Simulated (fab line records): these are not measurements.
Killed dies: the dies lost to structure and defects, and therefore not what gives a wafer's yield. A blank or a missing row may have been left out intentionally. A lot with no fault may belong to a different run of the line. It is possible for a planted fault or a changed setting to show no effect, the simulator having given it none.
The tool behind it: which one? :: flow rit-cmos :: Sampling: 14 lots, 42 wafers, 2 of 202 route steps

WHAT THE GAUGES READ, wafer by wafer
RIT_PRETRO_TW_MEAS_10.
lot: L748
measured: day 2 08:53
on: film-metro-04
PRETRO_TW: 473.2 473.1 472.3

lot: L749
measured: day 2 13:45
on: film-metro-01
PRETRO_TW: 474.3 479.6 477.9

lot: L750
measured: day 2 20:58
on: film-metro-01
PRETRO_TW: 475.3 476.2 475.8

lot: L751
measured: day 3 03:16
on: film-metro-04
PRETRO_TW: 471.7 469.1 470.9

lot: L752
measured: day 3 09:18
on: film-metro-04
PRETRO_TW: 470.8 470.1 467.6

lot: L757
measured: day 4 07:31
on: film-metro-03
PRETRO_TW: 474.2 477.3 474.7

lot: L758
measured: day 4 12:23
on: film-metro-03
PRETRO_TW: 477.4 476.0 478.1

lot: L759
measured: day 4 16:38
on: film-metro-04
PRETRO_TW: 472.1 471.4 470.8

lot: L763
measured: day 5 12:34
on: film-metro-03
PRETRO_TW: 474.8 476.7 473.9

lot: L764
measured: day 5 15:44
on: film-metro-01
PRETRO_TW: 478.3 475.4 475.1

lot: L765
measured: day 5 21:43
on: film-metro-01
PRETRO_TW: 477.7 474.2 471.7

lot: L766
measured: day 6 03:55
on: film-metro-01
PRETRO_TW: 478.4 477.4 476.3

lot: L769
measured: day 6 17:10
on: film-metro-01
PRETRO_TW: 476.5 475.8 475.3

lot: L770
measured: day 6 23:02
on: film-metro-03
PRETRO_TW: 472.1 474.6 471.7

WHICH TOOL RAN EACH LOT (tool, then ch and the chambers of the sampled wafers, then the start)
lot: L748
RIT_PRETRO_STRIP_09: plasma-asher-01 ch 0, day 2 08:42

lot: L749
RIT_PRETRO_STRIP_09: plasma-asher-03 ch 0,1, day 2 13:34

lot: L750
RIT_PRETRO_STRIP_09: plasma-asher-01 ch 0,1, day 2 20:47

lot: L751
RIT_PRETRO_STRIP_09: plasma-asher-03 ch 0,1, day 3 03:05

lot: L752
RIT_PRETRO_STRIP_09: plasma-asher-04 ch 0,1, day 3 09:08

lot: L757
RIT_PRETRO_STRIP_09: plasma-asher-01 ch 0,1, day 4 07:20

lot: L758
RIT_PRETRO_STRIP_09: plasma-asher-01 ch 0,1, day 4 12:13

lot: L759
RIT_PRETRO_STRIP_09: plasma-asher-04 ch 0, day 4 16:28

lot: L763
RIT_PRETRO_STRIP_09: plasma-asher-01 ch 0,1, day 5 12:23

lot: L764
RIT_PRETRO_STRIP_09: plasma-asher-04 ch 1, day 5 15:32

lot: L765
RIT_PRETRO_STRIP_09: plasma-asher-01 ch 0,1, day 5 21:32

lot: L766
RIT_PRETRO_STRIP_09: plasma-asher-03 ch 0,1, day 6 03:44

lot: L769
RIT_PRETRO_STRIP_09: plasma-asher-01 ch 0,1, day 6 17:00

lot: L770
RIT_PRETRO_STRIP_09: plasma-asher-04 ch 0,1, day 6 22:51
- RIT_PRETRO_STRIP_09: strips in O2, time 180 s.

WHAT THE TOOLS THEMSELVES READ (means of the sampled wafers that have a number; where no wafer has one, the mark that the record gives instead)
RIT_PRETRO_STRIP_09.
lot: L748
tool: plasma-asher-01
chamber-pressure-mTorr (mTorr): 3999
drypump-motor-current-A (A): 5.8
rf-refl-power-W (W): 8.0

lot: L749
tool: plasma-asher-03
chamber-pressure-mTorr (mTorr): 4000
drypump-motor-current-A (A): 5.5
rf-refl-power-W (W): 7.3

lot: L750
tool: plasma-asher-01
chamber-pressure-mTorr (mTorr): 3998
drypump-motor-current-A (A): 5.5
rf-refl-power-W (W): 9.0

lot: L751
tool: plasma-asher-03
chamber-pressure-mTorr (mTorr): 3999
drypump-motor-current-A (A): 5.5
rf-refl-power-W (W): 7.3

lot: L752
tool: plasma-asher-04
chamber-pressure-mTorr (mTorr): 3999
drypump-motor-current-A (A): 5.8
rf-refl-power-W (W): 8.0

lot: L757
tool: plasma-asher-01
chamber-pressure-mTorr (mTorr): 4002
drypump-motor-current-A (A): 5.5
rf-refl-power-W (W): 8.6

lot: L758
tool: plasma-asher-01
chamber-pressure-mTorr (mTorr): 4005
drypump-motor-current-A (A): 5.1
rf-refl-power-W (W): 9.2

lot: L759
tool: plasma-asher-04
chamber-pressure-mTorr (mTorr): 4001
drypump-motor-current-A (A): 5.3
rf-refl-power-W (W): 5.5

lot: L763
tool: plasma-asher-01
chamber-pressure-mTorr (mTorr): 4000
drypump-motor-current-A (A): 5.5
rf-refl-power-W (W): 8.3

lot: L764
tool: plasma-asher-04
chamber-pressure-mTorr (mTorr): 4001
drypump-motor-current-A (A): 6.1
rf-refl-power-W (W): 9.5

lot: L765
tool: plasma-asher-01
chamber-pressure-mTorr (mTorr): 4000
drypump-motor-current-A (A): 5.1
rf-refl-power-W (W): 9.3

lot: L766
tool: plasma-asher-03
chamber-pressure-mTorr (mTorr): 4002
drypump-motor-current-A (A): 5.8
rf-refl-power-W (W): 8.4

lot: L769
tool: plasma-asher-01
chamber-pressure-mTorr (mTorr): 4000
drypump-motor-current-A (A): 5.5
rf-refl-power-W (W): 8.7

lot: L770
tool: plasma-asher-04
chamber-pressure-mTorr (mTorr): 4003
drypump-motor-current-A (A): 5.8
rf-refl-power-W (W): 8.0

THE ANSWER, worked out from the rows above alone
Rule: usual is defined by the lots themselves. Put in order of their means at a reading, lots are off if they are a third of the lots or fewer, leave a main group of 4 or more, and stand apart from it by a gap of 3 or more times the standard deviation of the main group's means; of several such gaps the widest counts. A main group whose means are all the same, to the digits that the tables above print for the reading, isn't used. A lot without any number at a reading at which 4 lots or more have one is off too. All remaining lots with rows at the step are treated as sound. After the gauges, taken in route order, come the tools' own readings; for these a lot's mean is taken, as printed above. At the first step where some lot is off, the reading lying furthest off is the one used; lots without a number count as furthest.
None of the lots is off at any reading shown; this tells nothing.

WHAT THE SIMULATOR PUT IN
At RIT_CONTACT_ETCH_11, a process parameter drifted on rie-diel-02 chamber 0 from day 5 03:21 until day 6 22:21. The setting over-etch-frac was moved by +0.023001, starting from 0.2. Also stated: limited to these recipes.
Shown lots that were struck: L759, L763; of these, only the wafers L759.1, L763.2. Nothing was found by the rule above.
